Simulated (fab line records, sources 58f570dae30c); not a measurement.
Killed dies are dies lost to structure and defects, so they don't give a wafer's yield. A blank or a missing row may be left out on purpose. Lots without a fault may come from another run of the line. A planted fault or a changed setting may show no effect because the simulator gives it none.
Which tool did it? | flow berkeley_cmos170 | 15 lots, 45 wafers sampled, at 6 steps of a route of 331

WHAT THE GAUGES READ, wafer by wafer
UCB170_PLDD_OVL_MEAS_07. Usual: PLDD_OVL -4 nm, standard deviation 5.7.
lot  | measured     | on         | PLDD_OVL (nm) | flag
L306 | day 6 08:34  | overlay-01 | -2 -6 0       |
L307 | day 6 09:08  | overlay-02 | -6 -11 -6     |
L308 | day 6 19:53  | overlay-02 | 10 13 4       |
L310 | day 7 09:05  | overlay-01 | -9 -9 -6      |
L313 | day 7 17:56  | overlay-01 | -5 2 2        |
L319 | day 8 22:20  | overlay-02 | -3 3 -6       |
L320 | day 8 22:34  | overlay-01 | -3 -1 -3      |
L318 | day 8 22:53  | overlay-01 | -7 -10 -3     |
L323 | day 9 21:13  | overlay-01 | -4 -9 -11     |
L324 | day 9 21:46  | overlay-02 | 4 -1 5        |
L325 | day 10 02:08 | overlay-02 | -3 -11 -4     |
L326 | day 10 02:30 | overlay-01 | 7 8 0         |
L327 | day 10 16:05 | overlay-01 | -15 -15 -9    |
L328 | day 10 16:20 | overlay-02 | -1 -6 -9      |
L329 | day 10 22:05 | overlay-02 | -9 -5 -12     |

UCB170_SDANNEAL_RS_MEAS_04: measures by four-point-probe. Usual: PLDD_RS 1021.5 ohm/sq, standard deviation 3.
lot  | measured     | on            | PLDD_RS (ohm/sq)     | flag
L306 | day 7 01:26  | film_metro-01 | 1019.3 1019.3 1016.3 |
L307 | day 7 01:08  | film_metro-04 | 1024.1 1022.1 1020.7 |
L308 | day 7 10:26  | film_metro-01 | 1021.5 1025.9 1027.7 |
L310 | day 7 21:28  | film_metro-01 | 1016.6 1014.7 1015.8 |
L313 | day 8 06:38  | film_metro-04 | 1026.5 1025.2 1021.0 |
L319 | day 9 13:05  | film_metro-01 | 968.4 966.1 968.6    | OFF
L320 | day 9 13:13  | film_metro-04 | 967.1 970.8 968.0    | OFF
L318 | day 9 13:09  | film_metro-02 | 964.8 962.0 968.2    | OFF
L323 | day 10 12:27 | film_metro-02 | 1019.2 1017.0 1015.9 |
L324 | day 10 12:46 | film_metro-04 | 1020.0 1020.5 1021.4 |
L325 | day 10 13:07 | film_metro-01 | 1016.6 1020.4 1021.1 |
L326 | day 10 13:20 | film_metro-02 | 1019.1 1018.5 1021.1 |
L327 | day 11 07:20 | film_metro-02 | 1018.8 1024.1 1020.0 |
L328 | day 11 07:17 | film_metro-01 | 1017.6 1017.1 1021.4 |
L329 | day 11 10:34 | film_metro-01 | 1017.9 1017.2 1019.4 |

UCB170_SDANNEAL_RS_MEAS_05: measures by four-point-probe. Usual: NLDD_RS 615.2 ohm/sq, standard deviation 1.8.
lot  | measured     | on            | NLDD_RS (ohm/sq)  | flag
L306 | day 7 01:33  | film_metro-01 | 613.9 614.7 614.0 |
L307 | day 7 01:16  | film_metro-04 | 613.9 613.2 613.3 |
L308 | day 7 10:33  | film_metro-01 | 618.2 616.1 617.0 |
L310 | day 7 21:35  | film_metro-01 | 613.9 614.1 614.4 |
L313 | day 8 06:46  | film_metro-04 | 615.9 617.8 618.3 |
L319 | day 9 13:13  | film_metro-01 | 609.2 610.0 607.3 | OFF
L320 | day 9 13:20  | film_metro-04 | 610.0 610.7 611.2 |
L318 | day 9 13:16  | film_metro-02 | 607.3 608.3 607.5 | OFF
L323 | day 10 12:34 | film_metro-02 | 615.4 613.0 613.5 |
L324 | day 10 12:53 | film_metro-04 | 617.9 616.8 616.3 |
L325 | day 10 13:14 | film_metro-01 | 615.0 617.0 615.0 |
L326 | day 10 13:28 | film_metro-02 | 614.6 613.3 615.5 |
L327 | day 11 07:27 | film_metro-02 | 613.6 613.7 615.4 |
L328 | day 11 07:25 | film_metro-01 | 611.6 615.3 612.5 |
L329 | day 11 10:41 | film_metro-01 | 613.2 614.3 616.6 |

WHICH TOOL RAN EACH LOT (tool, then ch and the chambers of the sampled wafers, then the start)
lot  | UCB170_NLDD_SOFTBAKE_02           | UCB170_SPACER_ANNEAL_02       | UCB170_PSD_STRIP_09
L306 | litho_track-01 ch 0, day 6 09:49  | furnace-01 ch 0, day 6 14:23  | plasma_asher-02 ch 0,1, day 6 17:52
L307 | litho_track-04 ch 0, day 6 10:07  | furnace-01 ch 0, day 6 14:23  | plasma_asher-01 ch 0,1, day 6 17:40
L308 | litho_track-04 ch 0, day 6 23:58  | furnace-04 ch 0, day 7 04:02  | plasma_asher-03 ch 0,1, day 7 07:00
L310 | litho_track-02 ch 0, day 7 10:30  | furnace-04 ch 0, day 7 14:42  | plasma_asher-01 ch 0,1, day 7 17:50
L313 | litho_track-02 ch 0, day 7 19:18  | furnace-01 ch 0, day 8 00:20  | plasma_asher-03 ch 0,1, day 8 03:22
L319 | litho_track-04 ch 0, day 8 23:19  | furnace-01 ch 0, day 9 04:34  | plasma_asher-02 ch 1, day 9 08:01
L320 | litho_track-04 ch 0, day 8 23:46  | furnace-01 ch 0, day 9 04:34  | plasma_asher-02 ch 0,1, day 9 08:17
L318 | litho_track-01 ch 0, day 9 00:08  | furnace-01 ch 0, day 9 04:34  | plasma_asher-01 ch 0,1, day 9 08:06
L323 | litho_track-04 ch 0, day 9 22:13  | furnace-02 ch 0, day 10 05:36 | plasma_asher-02 ch 0,1, day 10 08:39
L324 | litho_track-04 ch 0, day 9 22:49  | furnace-02 ch 0, day 10 05:36 | plasma_asher-01 ch 0,1, day 10 08:50
L325 | litho_track-04 ch 0, day 10 03:09 | furnace-02 ch 0, day 10 05:36 | plasma_asher-03 ch 0,1, day 10 08:53
L326 | litho_track-01 ch 0, day 10 03:32 | furnace-02 ch 0, day 10 05:36 | plasma_asher-02 ch 0,1, day 10 09:01
L327 | litho_track-01 ch 0, day 10 17:49 | furnace-02 ch 0, day 10 21:44 | plasma_asher-02 ch 0,1, day 11 00:49
L328 | litho_track-02 ch 0, day 10 17:49 | furnace-02 ch 0, day 10 21:44 | plasma_asher-01 ch 0,1, day 11 00:47
L329 | litho_track-02 ch 0, day 10 23:07 | furnace-04 ch 0, day 11 03:52 | plasma_asher-01 ch 0,1, day 11 07:09
- UCB170_NLDD_SOFTBAKE_02: time 61.18 s.
- UCB170_SPACER_ANNEAL_02: time 1800 s.
- UCB170_PSD_STRIP_09: strips in O2.

WHAT THE TOOLS THEMSELVES READ (means of the sampled wafers that have a number; where no wafer has one, the mark that the record gives instead)
UCB170_NLDD_SOFTBAKE_02. Usual: plate_sensor_t_centre_C 131.41 C, standard deviation 0.01; plate_sensor_t_edge_C 131.53 C, standard deviation 0.011.
lot  | tool           | plate_sensor_t_centre_C (C) | plate_sensor_t_edge_C (C) | flag
L306 | litho_track-01 | 131.40                      | 131.53                    |
L307 | litho_track-04 | 131.40                      | 131.54                    |
L308 | litho_track-04 | 131.40                      | 131.52                    |
L310 | litho_track-02 | 131.41                      | 131.53                    |
L313 | litho_track-02 | 131.41                      | 131.52                    |
L319 | litho_track-04 | 131.40                      | 131.53                    |
L320 | litho_track-04 | 131.41                      | 131.54                    |
L318 | litho_track-01 | 131.41                      | 131.54                    |
L323 | litho_track-04 | 131.41                      | 131.53                    |
L324 | litho_track-04 | 131.40                      | 131.54                    |
L325 | litho_track-04 | 131.41                      | 131.53                    |
L326 | litho_track-01 | 131.42                      | 131.53                    |
L327 | litho_track-01 | 131.41                      | 131.53                    |
L328 | litho_track-02 | 131.41                      | 131.52                    |
L329 | litho_track-02 | 131.42                      | 131.54                    |

UCB170_PSD_STRIP_09. Usual: drypump_motor_current_A 5.93 A, standard deviation 0.25; oes_product_au 0.600 a.u., standard deviation 0.0046; strip_time_to_endpoint_s 29.37 s, standard deviation 0.076.
lot  | tool            | drypump_motor_current_A (A) | oes_product_au (a.u.) | strip_time_to_endpoint_s (s) | flag
L306 | plasma_asher-02 | 6.09                        | 0.601                 | 29.40                        |
L307 | plasma_asher-01 | 5.82                        | 0.600                 | 29.42                        |
L308 | plasma_asher-03 | 5.90                        | 0.595                 | 29.44                        |
L310 | plasma_asher-01 | 5.82                        | 0.599                 | 29.27                        |
L313 | plasma_asher-03 | 5.75                        | 0.602                 | 29.37                        |
L319 | plasma_asher-02 | 6.24                        | 0.604                 | 29.39                        |
L320 | plasma_asher-02 | 6.10                        | 0.602                 | 29.45                        |
L318 | plasma_asher-01 | 5.99                        | 0.600                 | 29.32                        |
L323 | plasma_asher-02 | 6.07                        | 0.597                 | 29.32                        |
L324 | plasma_asher-01 | 5.82                        | 0.597                 | 29.47                        |
L325 | plasma_asher-03 | 5.91                        | 0.608                 | 29.34                        |
L326 | plasma_asher-02 | 5.94                        | 0.599                 | 29.39                        |
L327 | plasma_asher-02 | 6.09                        | 0.604                 | 29.35                        |
L328 | plasma_asher-01 | 5.81                        | 0.597                 | 29.30                        |
L329 | plasma_asher-01 | 5.82                        | 0.602                 | 29.31                        |

THE ANSWER, worked out from the rows above alone
Rule: a lot is off if the mean of its wafers that have a number lies more than 3 standard deviations from the usual mean. A lot without any number at a reading at which 4 lots or more have one is off too. The other lots that the step has rows for count as sound. The gauges are gone through in route order, then the tools' own readings, and for those a lot's mean is taken as printed above. The first step at which some lot is off is used, and at that step the reading that is off furthest; a lot without a number counts as furthest.
Off: L319, L320, L318, at UCB170_SDANNEAL_RS_MEAS_04 (PLDD_RS).
A tool fits if, at a process step before that reading, it ran every lot that is off, and no sound lot after the first of them. The gauges at UCB170_SDANNEAL_RS_MEAS_04 are tried like those tools. One fits: furnace-01 at UCB170_SPACER_ANNEAL_02. Its last sound lot is L313 (day 8 00:20), its first lot that is off L318 (day 9 04:34): a fault that began between those two fits.

WHAT THE SIMULATOR HAD PUT IN
Process parameter drift: furnace-01, from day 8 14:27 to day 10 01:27, at UCB170_SPACER_ANNEAL_02. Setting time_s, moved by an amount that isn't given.
Lots struck among those shown: L319, L320, L318. The rule above found the same.
